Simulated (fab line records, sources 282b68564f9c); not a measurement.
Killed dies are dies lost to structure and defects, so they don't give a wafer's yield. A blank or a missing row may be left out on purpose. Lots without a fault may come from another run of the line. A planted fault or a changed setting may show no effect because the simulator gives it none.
Split-lot experiment | flow rit_cmos | 5 lots, 23 wafers read, on a route of 202 steps

THE SPLIT
At RIT_NWELL_IMPLANT_08, the setting energy_kev was moved away from the recipe's 170 on 4 of the 23 wafers read, by -5.9% to +3.9%. The other wafers ran this setting at the recipe's value.

The reading is taken at the split's own step.

THE READING
implant.drp_nm (the simulator's own value, which no gauge read), in nm, at RIT_NWELL_IMPLANT_08. The file gives no usual value for it.

wafer  | tool, chamber at the split | energy_kev as run | against the recipe | implant.drp_nm, nm | against lot-mates on the recipe
L074.1 | implanter-01, 0            | 170               | recipe             | 68.82              | -
L074.2 | implanter-01, 0            | 170               | recipe             | 68.82              | -
L074.4 | implanter-01, 0            | 170               | recipe             | 68.82              | -
L074.5 | implanter-01, 0            | 170               | recipe             | 68.82              | -
L074.6 | implanter-01, 0            | 170               | recipe             | 68.82              | -
L076.1 | implanter-01, 0            | 170               | recipe             | 68.82              | -
L076.4 | implanter-01, 0            | 170               | recipe             | 68.82              | -
L076.6 | implanter-01, 0            | 170               | recipe             | 68.82              | -
L076.2 | implanter-01, 0            | 176.7             | +3.9%              | 70.85              | +2.03
L076.3 | implanter-01, 0            | 176.7             | +3.9%              | 70.85              | +2.03
L079.1 | implanter-01, 0            | 170               | recipe             | 68.82              | -
L079.2 | implanter-01, 0            | 170               | recipe             | 68.82              | -
L079.3 | implanter-01, 0            | 170               | recipe             | 68.82              | -
L084.1 | implanter-02, 0            | 170               | recipe             | 68.82              | -
L084.4 | implanter-02, 0            | 170               | recipe             | 68.82              | -
L084.6 | implanter-02, 0            | 170               | recipe             | 68.82              | -
L084.2 | implanter-02, 0            | 160               | -5.9%              | 65.82              | -3.00
L084.3 | implanter-02, 0            | 160               | -5.9%              | 65.82              | -3.00
L085.2 | implanter-01, 0            | 170               | recipe             | 68.82              | -
L085.3 | implanter-01, 0            | 170               | recipe             | 68.82              | -
L085.4 | implanter-01, 0            | 170               | recipe             | 68.82              | -
L085.5 | implanter-01, 0            | 170               | recipe             | 68.82              | -
L085.6 | implanter-01, 0            | 170               | recipe             | 68.82              | -

THE FIT
A straight line over all 23 wafers: implant.drp_nm changes by +0.512 nm for each +1% of energy_kev; r = +1.00; the points scatter about the line by 0.0047 nm.
The same after taking each lot's own level away (the mean of its wafers on the recipe; 23 wafers): +0.512 nm for each +1%; r = +1.00; scatter 0.0047 nm.
On that fit, the largest move of energy_kev shifts the reading by 3 nm.
The lots' own levels span 68.820 to 68.820 nm.
So the lot-to-lot level changes the slope little: the two slopes agree.
Check: with one of the wafers moved furthest among these (-5.9%) left out of the fit, the line predicts -3.01 nm for it against its lot-mates. It came out at -3 nm against them.

OTHER SPLITS ON THESE WAFERS
These wafers also went through other splits before the reading. Each is held against what the fit with the lots' levels taken away leaves over:
other split on the same wafers    | wafers away from the commonest value | r with implant.drp_nm (lot level and that fit taken away)
RIT_ACTIVE_OXIDATION_01 ox_time_s | 10                                   | -0.29
RIT_FOX2_OXIDATION_00 temp_c      | 18                                   | +0.05

THE WHOLE CHAIN: every reading that the file lists as answering this split, in the file's order
step                 | what it does | reading                                                         | change (the file's fit)               | r (the file's)
RIT_NWELL_IMPLANT_08 |              | implant.rp_nm (the simulator's own value, which no gauge read)  | +2.17 nm for each +1% of the setting  | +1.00
RIT_NWELL_IMPLANT_08 |              | implant.drp_nm (the simulator's own value, which no gauge read) | +0.512 nm for each +1% of the setting | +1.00

THE FILE'S OWN FIT
implant.drp_nm changes by +0.512 nm for each +1% of energy_kev, r = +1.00.
